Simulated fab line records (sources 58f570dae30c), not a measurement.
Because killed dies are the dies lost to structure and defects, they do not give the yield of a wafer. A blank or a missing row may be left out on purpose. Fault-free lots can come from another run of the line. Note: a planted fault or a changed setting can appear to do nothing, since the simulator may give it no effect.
8D (eight disciplines) problem report, filled in by code -- flow berkeley-cmos170 -- the parts of the form that need people (team, actions taken, sign-off) are left out

== 1. WHAT IS WRONG ==
Mean NLDD_TW at UCB170_NLDD_TW_MEAS_11: 2156 over 6 wafers in 2 lots; fault-free wafers: 2233, standard deviation 13. Measured from the usual mean, that is -5.9 standard deviations.
Earliest sighting: wafer L392.1 on film-metro-02 at day 8 04:10. The record has a number at this step for 42 wafers belonging to 14 lots. The rule behind "out" and "out of limits": a value lying over 4 standard deviations away from the usual mean. The rest of the wafers with a number are treated as sound.

== 2. WHAT IT IS, WHAT IT ISN'T ==
question,is,is not
which readings at this step,NLDD_TW,-
which lots,"L392, L395","L384, L385, L386, L389, L390, L394, L397, L399, L400, L403, L404, L406"
which wafers of those lots,all that have a number,-
read on which gauges,"film-metro-02, film-metro-03",film-metro-01
when,from day 8 04:10,"up to then (15 sound wafers); but 21 sound wafers of L394, L397, L399, L400, L403, L404, L406 came after"

== 3. WHAT RULES OUT EACH SUSPECT ==
Counting: any tool at a process step up to the reading is kept as a suspect provided that every lot that is out went through it and no sound lot did after the first of them.
- the gauge at UCB170_NLDD_TW_MEAS_11 is ruled out. Those wafers that are out were read across 2 gauges (film-metro-02, film-metro-03).
- implanter-04 at UCB170_NLDD_IMPLANT_08: kept. It processed each lot that is out, first L392 at day 8 03:46, and no sound lot thereafter; up to then, the last sound lot it processed was L385 at day 6 01:53. Its own dose-ions-cm2, faraday-current-uA readings are out on those wafers.
The count leaves implanter-04 at UCB170_NLDD_IMPLANT_08.

== 4. THE CAUSE (what the simulator had put in) ==
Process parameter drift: implanter-04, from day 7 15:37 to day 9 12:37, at UCB170_NLDD_IMPLANT_08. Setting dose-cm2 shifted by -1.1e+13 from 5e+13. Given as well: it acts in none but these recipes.
Counting left only this tool.

== 5. THE EFFECT CHAIN, in route order ==
One row per reading whose mean, taken over the struck wafers that have a number, lies over 3 standard deviations from the usual. Readings are gone through only where the record gives a usual standard deviation; hours: the median, over the lots, of the time from a lot's start at the first step in this table giving one to that lot's start at this step; sigmas: the change measured in usual standard deviations.
hours,step,reading,usual,on struck wafers,change,sigmas
0,UCB170_NLDD_IMPLANT_08,dose-ions-cm2,5.001e+13,3.897e+13,-1.104e+13,-99 or more
0,UCB170_NLDD_IMPLANT_08,faraday-current-uA,159,124,-35,-11
0,UCB170_NLDD_TW_MEAS_11,NLDD_TW,2233,2156,-77,-5.9
11,UCB170_SDANNEAL_RS_MEAS_05,NLDD_RS,616.0 ohm/sq,666.1,+50.1,+31
Here are the process steps it includes:
- UCB170_NLDD_IMPLANT_08

== 6. HOW IT WOULD HAVE BEEN CAUGHT EARLIER ==
The first out-of-limits reading at a measuring or inspecting step in this record came at day 8 04:10, 13 hours after the fault's start at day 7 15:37.
Tool's own readings at UCB170_NLDD_IMPLANT_08, dose-ions-cm2, faraday-current-uA: out on all struck wafers the step has rows for; an alarm limit on them would have tripped on the first.
Of the lots that are out (2), L395 began UCB170_NLDD_IMPLANT_08 on implanter-04 after day 8 04:10. It would have been spared by a hold on the tool at that moment.
